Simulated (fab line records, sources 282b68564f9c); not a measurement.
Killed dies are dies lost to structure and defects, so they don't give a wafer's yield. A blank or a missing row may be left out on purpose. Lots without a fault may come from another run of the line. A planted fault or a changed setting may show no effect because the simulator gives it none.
Problem report in the 8D (eight disciplines) form, filled by code | flow rit_cmos | the parts of the form that need people (team, actions taken, sign-off) are left out

1. THE PROBLEM
GATE_POLY_THK at RIT_GATE_THK_MEAS_09 reads a mean of 120.4 nm on 6 wafers of 2 lots; wafers without a fault read 250.5 nm with a standard deviation of 2.3. That is -57 standard deviations from the usual mean.
First seen on wafer L131.2, day 5 21:26, on film_metro-03. The record holds 42 wafers of 14 lots with a number at this step. Rule for "out", or "out of limits": more than 4 standard deviations from the usual mean. The other wafers with a number count as sound.

2. WHAT IT IS AND WHAT IT IS NOT
question                    | is                     | is not
which readings at this step | GATE_POLY_THK          | -
which lots                  | L131, L132             | L116, L118, L119, L120, L121, L122, L124, L125, L127, L133, L137, L139
which wafers of those lots  | all that have a number | -
read on which gauges        | film_metro-03          | film_metro-02, film_metro-04
when                        | from day 5 21:26       | up to then (27 sound wafers); but 9 sound wafers of L133, L137, L139 came after

3. SUSPECTS, AND WHAT RULES EACH OUT
Counting: a tool at a process step up to the reading stays a suspect if it ran every lot that is out and no sound lot after the first of them.
- the gauge at RIT_GATE_THK_MEAS_09: ruled out. All the wafers that are out were read on film_metro-03, but those of them that RIT_GATE_ETCH_19 has rows for are out there too, on other tools.
- lpcvd-01 at RIT_GATE_CVD_08 (deposits poly-Si from SiH4, target thk 250 nm, time 2220 s): kept. It ran every lot that is out, first L131 (day 5 19:49), and no sound lot after that; its last sound lot up to then is L125 (day 4 08:49).
Left after counting: lpcvd-01 at RIT_GATE_CVD_08.

4. THE CAUSE (what the simulator had put in)
Process parameter drift: lpcvd-01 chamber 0, from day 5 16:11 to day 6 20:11, at RIT_GATE_CVD_08. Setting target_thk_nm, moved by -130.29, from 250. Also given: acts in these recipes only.
Counting left only this tool.

5. THE CHAIN OF EFFECTS, in route order
Each row: a reading whose mean over the struck wafers that have a number lies more than 3 standard deviations from the usual. Only readings for which the record gives a usual standard deviation are gone through. hours: the time from each lot's start at the first step in this table that gives one to its start at this step, as a median over the lots. sigmas: the change in usual standard deviations.
hours | step                 | reading        | usual      | on struck wafers | change | sigmas
0     | RIT_GATE_THK_MEAS_09 | GATE_POLY_THK  | 250.5 nm   | 120.4            | -130.1 | -57
1     | RIT_GATE_ETCH_19     | oes_product_au | 0.848 a.u. | 0.545            | -0.303 | -32
The process steps in it:
- RIT_GATE_ETCH_19: etches poly-Si in SF6/CHF3/O2, stops on SiO2, time 165 s, target depth 312.5 nm.

6. WHAT WOULD HAVE CAUGHT IT SOONER
In this record the first reading out of limits at a measuring or inspecting step was taken at day 5 21:26, 5 hours after the fault began at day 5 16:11.
Of the tool readings at RIT_GATE_CVD_08 for which the record gives a usual standard deviation, none was out on any struck wafer, so an alarm limit of 4 standard deviations on them would not have fired.
Of the lots that are out (2), L132 began RIT_GATE_CVD_08 on lpcvd-01 after day 5 21:26. A hold on the tool at that time would have spared it.
